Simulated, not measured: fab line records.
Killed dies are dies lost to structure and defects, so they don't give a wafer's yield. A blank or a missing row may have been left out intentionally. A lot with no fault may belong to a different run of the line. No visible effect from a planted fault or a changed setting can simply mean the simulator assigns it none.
fab line records    flow rit_cmos
record: lots: 15  wafers: 45  last_day: 6
route steps=202 shown FOX2@27 NRETRO@62 SPACER@128 SDANNEAL@156 M1@202
lots with no fault: from the same line, run without faults
start_h: start of the lot's first displayed wafer, in hours after the record's first day    wait_h: how many hours have passed since the lot's step before this one    " identical to the entry in the row above    L1.1+2: one row covering several wafers at once    - no value present, or no start provided    * or withheld: withheld    < > ~ a bound
route shown NAME@n: names a module that has steps shown in the file, with the first one's number in the route    usual: mean and standard deviation over wafers with no fault    same: alike in all rows    chamber/n: place in a boat    sites: the reading at each site    _std_site: standard deviation across them    _edge_site: mean of outer sites minus mean of inner sites    radius_mm: for every site, how far away it sits from the centre of the wafer    mask NAME#n: copy n    behind: the last tool/chamber to shape the wafer    hold: the reason the lot was held/the length of the hold in hours/how it ended    device: transistor that didn't switch, given as n, p or np    end of line: tests run on the same wafers once the route is complete    a step given without rows: its recipe and nothing more    killed: dies that structure and defects cost at the first sort, which is not the same as the wafer's yield    map: a wafer's dies, marking killed ones x, the rest . and places with no die _
set.NAME: the setting the step ran with; set.NAME@STEP: the setting that earlier step ran with    model.NAME: the simulator's own value behind a step, which no gauge read
steps of the route over a sample of lots; a table a step, a row a wafer
services: a tool's chamber out of use, with start hour (start_h, from the record's first day; less than 0 if before it), hours out, and reason
== steps ==
step: RIT_FOX2_THK_MEAS_90
recipe: reads: SiO2_of_FOX2_OXIDATION_00
usual: FIELD_OXIDE_LEFT_1_THK: 325/7.7
lot.wafer  tool           chamber  start_h  wait_h  FIELD_OXIDE_LEFT_1_THK[nm]
L153.1     film_metro-03  -        21.97    0.0     322
L153.2     "              -        "        "       325
L153.4     "              -        "        "       329
L156.1     film_metro-02  -        35.80    0.0     313
L156.4     "              -        "        "       315
L156.6     "              -        "        "       318
L157.1     film_metro-02  -        39.70    0.0     323
L157.3     "              -        "        "       324
L157.6     "              -        "        "       328
L158.4     film_metro-02  -        48.47    0.0     325
L158.5     "              -        "        "       332
L158.6     "              -        "        "       324
L159.1     film_metro-02  -        51.34    0.0     329
L159.3     "              -        "        "       334
L159.5     "              -        "        "       333
L161.4     film_metro-01  -        62.55    0.0     322
L161.5     "              -        "        "       331
L161.6     "              -        "        "       320
L162.3     film_metro-01  -        67.42    0.0     315
L162.4     "              -        "        "       324
L162.6     "              -        "        "       318
L163.2     film_metro-03  -        70.33    0.0     328
L163.4     "              -        "        "       333
L163.5     "              -        "        "       331
L164.1     film_metro-03  -        75.39    0.0     331
L164.3     "              -        "        "       336
L164.5     "              -        "        "       334
L166.1     film_metro-03  -        87.59    0.0     323
L166.3     "              -        "        "       320
L166.6     "              -        "        "       321
L167.2     film_metro-01  -        92.44    0.0     321
L167.3     "              -        "        "       325
L167.4     "              -        "        "       323
L168.1     film_metro-01  -        97.16    0.0     319
L168.2     "              -        "        "       319
L168.4     "              -        "        "       321
L169.1     film_metro-02  -        101.94   0.0     312
L169.2     "              -        "        "       313
L169.3     "              -        "        "       314
L170.1     film_metro-02  -        105.73   0.0     336
L170.3     "              -        "        "       334
L170.4     "              -        "        "       331
L172.1     film_metro-03  -        115.07   0.0     324
L172.3     "              -        "        "       324
L172.5     "              -        "        "       324
step: RIT_NRETRO_STRIP_09
recipe: chemistry: O2  time_s: 180  resist: NOVOLAK  platen_temp_c: withheld  power_w: 500  pressure_mtorr: 4000  o2_flow_sccm: 4000
usual: drypump_motor_current_A: 5.7/0.58
lot.wafer  tool             chamber  start_h  wait_h  drypump_motor_current_A  rf_hours_counter_h
L153.1     plasma_asher-01  0        32.56    0.1     5.6                      19
L153.2     "                1        "        "       6.1                      19
L153.4     "                1        "        "       6.1                      -
L156.1     plasma_asher-02  1        46.56    0.1     5.1                      42
L156.4     "                1        "        "       5.2                      -
L156.6     "                0        "        "       6.6                      -
L157.1     plasma_asher-02  0        51.53    0.1     6.5                      42
L157.3     "                0        "        "       6.5                      -
L157.6     "                0        "        "       6.5                      -
L158.4     plasma_asher-01  1        58.55    0.1     6.1                      -
L158.5     "                1        "        "       6.1                      -
L158.6     "                0        "        "       5.6                      -
L159.1     plasma_asher-02  1        63.58    0.1     5.1                      44
L159.3     "                1        "        "       5.1                      -
L159.5     "                1        "        "       5.1                      -
L161.4     plasma_asher-02  0        73.43    0.1     6.5                      -
L161.5     "                1        "        "       5.1                      -
L161.6     "                0        "        "       6.5                      -
L162.3     plasma_asher-02  1        78.80    0.1     5.1                      -
L162.4     "                0        "        "       6.5                      -
L162.6     "                1        "        "       5.2                      -
L163.2     plasma_asher-04  1        83.00    0.1     5.1                      46
L163.4     "                1        "        "       5.1                      -
L163.5     "                0        "        "       5.7                      -
L164.1     plasma_asher-01  1        86.40    0.1     6.1                      25
L164.3     "                1        "        "       6.1                      -
L164.5     "                0        "        "       5.6                      -
L166.1     plasma_asher-02  1        98.74    0.1     5.2                      47
L166.3     "                0        "        "       6.5                      -
L166.6     "                1        "        "       5.1                      -
L167.2     plasma_asher-04  0        104.03   0.1     5.7                      48
L167.3     "                0        "        "       5.8                      -
L167.4     "                1        "        "       5.1                      -
L168.1     plasma_asher-04  0        107.83   0.1     5.7                      49
L168.2     "                1        "        "       5.1                      49
L168.4     "                0        "        "       5.7                      -
L169.1     plasma_asher-01  1        112.80   0.1     6.1                      27
L169.2     "                0        "        "       5.6                      27
L169.3     "                1        "        "       6.1                      -
L170.1     plasma_asher-01  0        116.50   0.1     5.6                      28
L170.3     "                0        "        "       5.6                      -
L170.4     "                1        "        "       6.1                      -
L172.1     plasma_asher-02  1        126.04   0.1     5.1                      51
L172.3     "                0        "        "       6.5                      -
L172.5     "                1        "        "       5.1                      -
step: RIT_SPACER_CVD_03
recipe: material: Si3N4  target_thk_nm: 250  temp_c: 810  precursor: SiH2Cl2/NH3  time_s: 3300  pressure_mtorr: 300  sih2cl2_flow_sccm: 60  nh3_flow_sccm: 150
usual: nh3_flow_sccm: 150.0/0.43  zone_power_source_pct: 20.6/1.6
lot.wafer  tool      chamber  start_h  wait_h  nh3_flow_sccm  zone_power_source_pct
L153.1     lpcvd-01  0        50.80    0.2     150.1          22.8
L153.2     "         0        "        "       150.1          22.9
L153.4     "         0        "        "       149.6          22.5
L156.1     lpcvd-02  0        61.28    0.0     149.7          23.3
L156.4     "         0        "        "       150.0          23.1
L156.6     "         0        "        "       150.1          22.9
L157.1     lpcvd-02  1        68.07    0.0     150.8          20.4
L157.3     "         1        "        "       150.8          20.4
L157.6     "         1        "        "       150.3          20.2
L158.4     lpcvd-01  0        73.73    0.0     150.6          22.3
L158.5     "         0        "        "       150.3          22.8
L158.6     "         0        "        "       150.4          23.1
L159.1     lpcvd-02  1        80.65    0.0     150.5          20.2
L159.3     "         1        "        "       150.5          20.3
L159.5     "         1        "        "       151.2          20.2
L161.4     lpcvd-02  1        92.58    0.0     150.2          20.4
L161.5     "         1        "        "       149.7          20.2
L161.6     "         1        "        "       150.1          20.5
L162.3     lpcvd-02  1        95.37    0.0     150.5          20.5
L162.4     "         1        "        "       149.9          20.6
L162.6     "         1        "        "       150.1          20.0
L163.2     lpcvd-02  1        98.34    0.0     150.0          20.7
L163.4     "         1        "        "       150.1          20.2
L163.5     "         1        "        "       150.2          20.3
L164.1     lpcvd-01  1        102.66   0.0     150.7          18.2
L164.3     "         1        "        "       149.7          19.3
L164.5     "         1        "        "       150.0          19.0
L166.1     lpcvd-02  1        114.55   0.7     150.4          20.4
L166.3     "         1        "        "       150.6          20.4
L166.6     "         1        "        "       149.6          20.5
L167.2     lpcvd-01  0        119.63   0.0     150.1          22.7
L167.3     "         0        "        "       149.8          22.8
L167.4     "         0        "        "       150.6          22.5
L168.1     lpcvd-01  1        127.31   0.0     150.0          18.8
L168.2     "         1        "        "       150.3          18.5
L168.4     "         1        "        "       150.1          18.8
L169.1     lpcvd-01  1        129.23   1.8     150.4          18.9
L169.2     "         1        "        "       149.5          18.3
L169.3     "         1        "        "       150.3          18.9
L170.1     lpcvd-02  0        132.96   0.0     149.9          23.1
L170.3     "         0        "        "       149.3          23.2
L170.4     "         0        "        "       150.0          23.3
L172.1     lpcvd-01  1        141.86   0.0     150.1          18.6
L172.3     "         1        "        "       150.2          18.6
L172.5     "         1        "        "       150.0          18.9
step: RIT_SPACER_THK_MEAS_04
recipe: reads: Si3N4_of_SPACER_CVD_03
usual: SPACER_NITRIDE_THK: 249.0/2.3
lot.wafer  tool           chamber  start_h  wait_h  hold                      SPACER_NITRIDE_THK[nm]
L153.1     film_metro-04  -        52.72    0.0     -                         248.7
L153.2     "              -        "        "       -                         248.6
L153.4     "              -        "        "       -                         248.0
L156.1     film_metro-02  -        63.20    0.0     -                         252.4
L156.4     "              -        "        "       -                         252.5
L156.6     "              -        "        "       -                         254.2
L157.1     film_metro-04  -        69.98    0.0     -                         247.7
L157.3     "              -        "        "       -                         248.3
L157.6     "              -        "        "       -                         248.6
L158.4     film_metro-04  -        75.68    0.0     -                         249.8
L158.5     "              -        "        "       -                         251.7
L158.6     "              -        "        "       -                         249.4
L159.1     film_metro-03  -        82.57    0.0     -                         251.8
L159.3     "              -        "        "       -                         253.3
L159.5     "              -        "        "       -                         249.9
L161.4     film_metro-03  -        94.53    0.0     -                         251.1
L161.5     "              -        "        "       -                         249.6
L161.6     "              -        "        "       -                         251.5
L162.3     film_metro-04  -        97.30    0.0     -                         251.4
L162.4     "              -        "        "       -                         251.5
L162.6     "              -        "        "       -                         252.4
L163.2     film_metro-02  -        100.27   0.0     -                         251.1
L163.4     "              -        "        "       -                         249.5
L163.5     "              -        "        "       -                         249.0
L164.1     film_metro-02  -        104.58   0.0     -                         250.7
L164.3     "              -        "        "       -                         249.4
L164.5     "              -        "        "       -                         247.3
L166.1     film_metro-04  -        116.47   0.0     -                         248.8
L166.3     "              -        "        "       -                         248.0
L166.6     "              -        "        "       -                         249.5
L167.2     film_metro-04  -        121.55   0.0     -                         245.3
L167.3     "              -        "        "       -                         247.4
L167.4     "              -        "        "       -                         247.3
L168.1     film_metro-03  -        129.23   0.0     await_dispo/0.2h/release  256.0
L168.2     "              -        "        "       await_dispo/0.2h/release  256.8
L168.4     "              -        "        "       await_dispo/0.2h/release  256.7
L168.1     film_metro-03  -        129.46   0.2     -                         255.8
L168.2     "              -        "        "       -                         257.1
L168.4     "              -        "        "       -                         256.6
L169.1     film_metro-02  -        131.15   0.0     await_dispo/0.2h/release  256.1
L169.2     "              -        "        "       await_dispo/0.2h/release  258.6
L169.3     "              -        "        "       await_dispo/0.2h/release  257.6
L169.1     film_metro-02  -        131.37   0.2     -                         255.9
L169.2     "              -        "        "       -                         258.6
L169.3     "              -        "        "       -                         257.7
L170.1     film_metro-02  -        134.88   0.0     -                         251.0
L170.3     "              -        "        "       -                         249.3
L170.4     "              -        "        "       -                         251.1
L172.1     film_metro-04  -        143.78   0.0     -                         256.4
L172.3     "              -        "        "       -                         254.2
L172.5     "              -        "        "       -                         255.9
step: RIT_SDANNEAL_RTA_03
recipe: temp_c: 1050  time_s: 5  idle_temp_c: 600  ramp_up_c_per_s: 342  ramp_down_c_per_s: 171  cool_to_c: 600  ambient: N2
usual: wafer_temp_C_max: 1053.5/1.1
lot.wafer  tool           chamber  start_h  wait_h  wafer_temp_C_max
L153.1     rtp_anneal-01  0        56.26    0.0     1053.3
L153.2     "              0        "        "       1053.4
L153.4     "              0        "        "       1051.7
L156.1     rtp_anneal-02  0        66.78    0.0     1053.4
L156.4     "              0        "        "       1053.9
L156.6     "              0        "        "       1053.6
L157.1     rtp_anneal-01  0        73.69    0.0     1054.1
L157.3     "              0        "        "       1052.8
L157.6     "              0        "        "       1054.6
L158.4     rtp_anneal-02  0        79.33    0.0     1055.7
L158.5     "              0        "        "       1054.0
L158.6     "              0        "        "       1053.7
L159.1     rtp_anneal-01  0        86.11    0.0     1052.0
L159.3     "              0        "        "       1053.7
L159.5     "              0        "        "       1052.2
L161.4     rtp_anneal-01  0        98.18    0.0     1053.0
L161.5     "              0        "        "       1053.5
L161.6     "              0        "        "       1051.7
L162.3     rtp_anneal-02  0        100.97   0.0     1051.7
L162.4     "              0        "        "       1053.1
L162.6     "              0        "        "       1053.4
L163.2     rtp_anneal-01  0        104.06   0.0     1051.7
L163.4     "              0        "        "       1054.2
L163.5     "              0        "        "       1052.6
L164.1     rtp_anneal-02  0        108.27   0.0     1053.6
L164.3     "              0        "        "       1052.8
L164.5     "              0        "        "       1052.1
L166.1     rtp_anneal-02  0        120.13   0.0     1053.8
L166.3     "              0        "        "       1053.7
L166.6     "              0        "        "       1052.8
L167.2     rtp_anneal-01  0        127.01   0.0     1052.3
L167.3     "              0        "        "       1052.8
L167.4     "              0        "        "       1052.4
L168.1     rtp_anneal-02  0        134.42   0.0     1053.0
L168.2     "              0        "        "       1052.7
L168.4     "              0        "        "       1056.4
L169.1     rtp_anneal-01  0        137.70   0.0     1052.3
L169.2     "              0        "        "       1055.8
L169.3     "              0        "        "       1052.9
L170.1     rtp_anneal-02  0        138.30   0.0     1054.4
L170.3     "              0        "        "       1054.3
L170.4     "              0        "        "       1053.8
L172.1     rtp_anneal-02  0        147.45   0.0     1053.9
L172.3     "              0        "        "       1052.5
L172.5     "              0        "        "       1055.7
step: RIT_M1_PROBE_99
usual: killed_at_contacts: 0.1/0.23  killed_at_front_end: 7/3  killed_dies: 7/3  killed_open: 3.3/1.8  killed_short: 3.3/2.2
same: gross_dies: 264  killed_at_M0_to_M3: 0  killed_at_M4_up: 0  killed_at_back_side: 0  killed_at_other: 0
lot.wafer  tool       chamber  start_h  wait_h  killed_at_contacts  killed_at_front_end  killed_dies  killed_open  killed_short
L158.4     prober-02  -        86.77    0.2     0                   7                    7            2            5
L158.5     prober-02  -        86.82    0.2     0                   4                    4            4            0
L158.6     prober-02  -        86.87    0.2     0                   9                    9            5            4
L163.2     prober-02  -        111.44   0.1     0                   6                    6            4            2
L163.4     prober-02  -        111.54   0.2     0                   8                    8            5            3
L163.5     prober-02  -        111.59   0.2     0                   8                    8            2            6
L164.1     prober-01  -        116.10   0.1     0                   10                   10           6            4
L164.3     prober-01  -        116.20   0.2     1                   4                    5            3            2
L164.5     prober-01  -        116.30   0.2     0                   5                    5            3            2
L167.2     prober-02  -        134.74   0.1     0                   11                   11           6            5
L167.3     prober-02  -        134.79   0.2     0                   4                    4            1            3
L167.4     prober-02  -        134.84   0.2     0                   13                   13           6            7
L168.1     prober-01  -        142.49   0.1     0                   4                    4            2            2
L168.2     prober-01  -        142.54   0.1     0                   5                    5            3            2
L168.4     prober-01  -        142.64   0.2     0                   4                    4            1            3
L169.1     prober-02  -        145.82   0.1     1                   6                    7            2            5
L169.2     prober-02  -        145.87   0.1     0                   12                   12           9            3
L169.3     prober-02  -        145.92   0.2     0                   4                    4            2            2
killed by level:class
L158.4 SILICIDE:geometric_particle:short=2 FOX1:geometric_particle:short=1 FOX2:geometric_particle:open=1 GATE:geometric_particle:short=1 FOX2:geometric_particle:short=1 SILICIDE:geometric_particle:open=1
L158.5 GATE:geometric_particle:open=2 FOX2:geometric_particle:open=1 SILICIDE:geometric_particle:open=1
L158.6 FOX1:geometric_particle:open=2 FOX1:geometric_particle:short=1 FOX2:geometric_particle:short=1 GATE:geometric_particle:short=1 GATE:geometric_particle:open=1 REOX:geometric_particle:open=1 SPACER:geometric_particle:open=1 SILICIDE:geometric_particle:short=1
L163.2 REOX:geometric_particle:open=2 FOX1:geometric_particle:short=1 FOX1:geometric_particle:open=1 GATE:geometric_particle:short=1 GATE:geometric_particle:open=1
L163.4 GATE:geometric_particle:short=2 SPACER:geometric_particle:open=2 FOX1:geometric_particle:open=1 GATE:geometric_particle:open=1 REOX:geometric_particle:open=1 SPACER:geometric_particle:short=1
L163.5 GATE:geometric_particle:short=3 FOX2:geometric_particle:short=2 FOX1:geometric_particle:open=1 FOX1:geometric_particle:short=1 GATE:geometric_particle:open=1
L164.1 FOX1:geometric_particle:open=3 SPACER:geometric_particle:short=2 FOX1:geometric_particle:short=1 GATE:geometric_particle:short=1 REOX:geometric_particle:open=1 SPACER:geometric_particle:open=1 SILICIDE:geometric_particle:open=1
L164.3 GATE:geometric_particle:open=3 SPACER:geometric_particle:short=1 CONTACT:geometric_particle:short=1
L164.5 GATE:geometric_particle:open=3 SPACER:geometric_particle:short=2
L167.2 GATE:geometric_particle:open=4 GATE:geometric_particle:short=3 FOX1:geometric_particle:open=2 REOX:geometric_particle:short=1 SILICIDE:geometric_particle:short=1
L167.3 FOX1:geometric_particle:short=1 FOX2:geometric_particle:short=1 SPACER:geometric_particle:short=1 SILICIDE:geometric_particle:open=1
L167.4 GATE:geometric_particle:short=3 FOX1:geometric_particle:open=2 FOX1:geometric_particle:short=2 GATE:geometric_particle:open=2 REOX:geometric_particle:short=1 REOX:geometric_particle:open=1 SILICIDE:geometric_particle:short=1 SILICIDE:geometric_particle:open=1
L168.1 GATE:geometric_particle:short=2 FOX1:geometric_particle:open=1 SILICIDE:geometric_particle:open=1
L168.2 FOX1:geometric_particle:short=1 FOX1:geometric_particle:open=1 GATE:geometric_particle:short=1 REOX:geometric_particle:open=1 SILICIDE:geometric_particle:open=1
L168.4 FOX1:geometric_particle:short=1 GATE:geometric_particle:short=1 GATE:geometric_particle:open=1 SILICIDE:geometric_particle:short=1
L169.1 GATE:geometric_particle:short=3 FOX1:geometric_particle:short=2 SILICIDE:geometric_particle:open=1 CONTACT:geometric_particle:open=1
L169.2 FOX1:geometric_particle:open=3 GATE:geometric_particle:open=2 REOX:geometric_particle:open=2 SPACER:geometric_particle:short=2 SPACER:geometric_particle:open=2 SILICIDE:geometric_particle:short=1
L169.3 ACTIVE:geometric_particle:short=1 GATE:geometric_particle:open=1 GATE:geometric_particle:short=1 REOX:geometric_particle:open=1
== services ==
tool             chamber  start_h  hours  kind
plasma_asher-04  -        108.75   9.0    pm
plasma_asher-04  0        108.75   9.0    vent_cycle
plasma_asher-04  1        108.75   9.0    vent_cycle
plasma_asher-04  0        117.75   -      clean
plasma_asher-04  1        117.75   -      clean
== key ==
first_sign: step: RIT_SPACER_THK_MEAS_04  reading: visit  direction: added
effect: step: RIT_SPACER_THK_MEAS_04  reading: SPACER_NITRIDE_THK  direction: up  sigmas: 3.3  usual: 249.0  struck: 256.5
met_at RIT_SPACER_CVD_03
struck_lots L168,L169,L172
struck_wafers L168.1,L168.2,L168.4,L169.1,L169.2,L169.3,L172.1,L172.3,L172.5
tester_left_out L168,L169,L172
not_acting_at RIT_FOX2_THK_MEAS_90,RIT_NRETRO_STRIP_09,RIT_SDANNEAL_RTA_03
onset_between 102.66 127.31
fault: kind: process_parameter_drift  tool: lpcvd-01  chamber: 1  onset_h: 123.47  steps: RIT_SPACER_CVD_03  channel: time_s  offset: *  shape: step  end_h: 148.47  acts_in: *  stated: *
tester_left_out: of these lots the tester's yield and bins aren't shown, on N5 and GAA mostly nor the transistor test; their killed dies are dies lost to structure and defects alone, not to doping, threshold or leakage, so they don't give the yield
